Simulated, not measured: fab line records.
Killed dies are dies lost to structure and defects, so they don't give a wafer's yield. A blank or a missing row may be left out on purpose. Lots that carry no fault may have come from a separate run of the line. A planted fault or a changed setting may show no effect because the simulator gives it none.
One fault seen from 2 desks -- flow ritCmos -- only its own numbers are on each desk; what lay behind them is given at the end

== METROLOGY DESK ==
What the gauges read, lot by lot, whatever tool the lot ran on: means of the sampled wafers that have a number. Marked OUT: a lot whose mean sits more than 4 standard deviations from the usual mean, which makes it out of limits; the brackets give that distance.
Columns: A = FOX2_OXIDE_THK at RIT_FOX2_THK_MEAS_01, usual 349 nm; B = NWELL_OVL at RIT_NWELL_OVL_MEAS_06, usual -0.3 nm; C = PRETRO_OVL at RIT_PRETRO_OVL_MEAS_06, usual -0.6 nm; D = PRETRO_TW at RIT_PRETRO_TW_MEAS_10, usual 479
lot,first seen here,A,B,C,D
L256,day 1 20:40,349,0.7,-1.3,483
L257,day 2 04:40,343,0.1,-0.5,477
L259,day 2 10:05,345,0.5,0.0,473
L260,day 2 17:55,358,-0.8,-1.6,481
L261,day 2 21:55,349,-1.0,-0.7,474
L264,day 3 16:42,343,1.2,-0.4,484
L266,day 4 01:24,359,-1.3,-1.4,484
L268,day 4 11:36,355,-0.2,-0.5,481
L270,day 4 17:59,345,-0.2,-1.0,522 (+10) OUT
L271,day 5 00:23,351,-0.7,-0.6,521 (+10) OUT
L275,day 5 19:52,350,0.2,0.9,483
L276,day 6 02:14,350,1.5,0.2,483
L277,day 6 06:46,341,0.1,-0.6,476
L279,day 6 14:11,333,1.1,-0.0,480
Finding of this desk: L270, L271 out of limits, first seen on L270 at day 5 08:01 (PRETRO_TW at RIT_PRETRO_TW_MEAS_10). In limits: L256, L257, L259, L260, L261, L264, L266, L268, L275, L276, L277, L279.

== DESK OF THE TOOL OWNER: implanter-02 ==
For each lot that ran on this tool, the mean over its sampled wafers that have a number, from the tool's own readings at RIT_PRETRO_IMPLANT_08. Marked OUT: a lot whose mean sits more than 4 standard deviations from the usual mean, which makes it out of limits; the brackets give that distance.
Columns: A = beamEnergyKeV at RIT_PRETRO_IMPLANT_08, usual 44.999; B = doseIonsCm2 at RIT_PRETRO_IMPLANT_08, usual 1.2001e+13; C = faradayCurrentUA at RIT_PRETRO_IMPLANT_08, usual 38.1
lot,first seen here,A,B,C
L256,day 2 09:23,45.025,1.2025e+13,37.1
L260,day 3 09:13,45.007,1.1994e+13,37.9
L264,day 4 06:28,45.001,1.1996e+13,37.8
L268,day 5 01:44,44.998,1.2004e+13,37.8
L270,day 5 07:42,45.004,1.6313e+13 (+99 or more) OUT,51.8 (+18) OUT
L271,day 5 13:29,45.015,1.6324e+13 (+99 or more) OUT,51.7 (+18) OUT
Finding of this desk: L270, L271 out of limits; the first was L270 at day 5 07:42, on doseIonsCm2 at RIT_PRETRO_IMPLANT_08. In limits: L256, L260, L264, L268.

== BROUGHT TOGETHER ==
At day 5 07:42, on L270, L271, the tool owner's desk was in a position to raise an alarm.
On L270, L271, the metrology desk was in a position to raise an alarm at day 5 08:01.
Every lot named ran RIT_PRETRO_IMPLANT_08 on implanter-02.

== WHAT THE SIMULATOR PUT IN ==
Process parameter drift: implanter-02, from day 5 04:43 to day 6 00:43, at RIT_PRETRO_IMPLANT_08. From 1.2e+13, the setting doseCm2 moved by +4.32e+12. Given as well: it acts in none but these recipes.
Struck lots among those shown: L270, L271.
Fault start to first reading out of limits, in hours, per desk: tool owner, 3; metrology, 3.
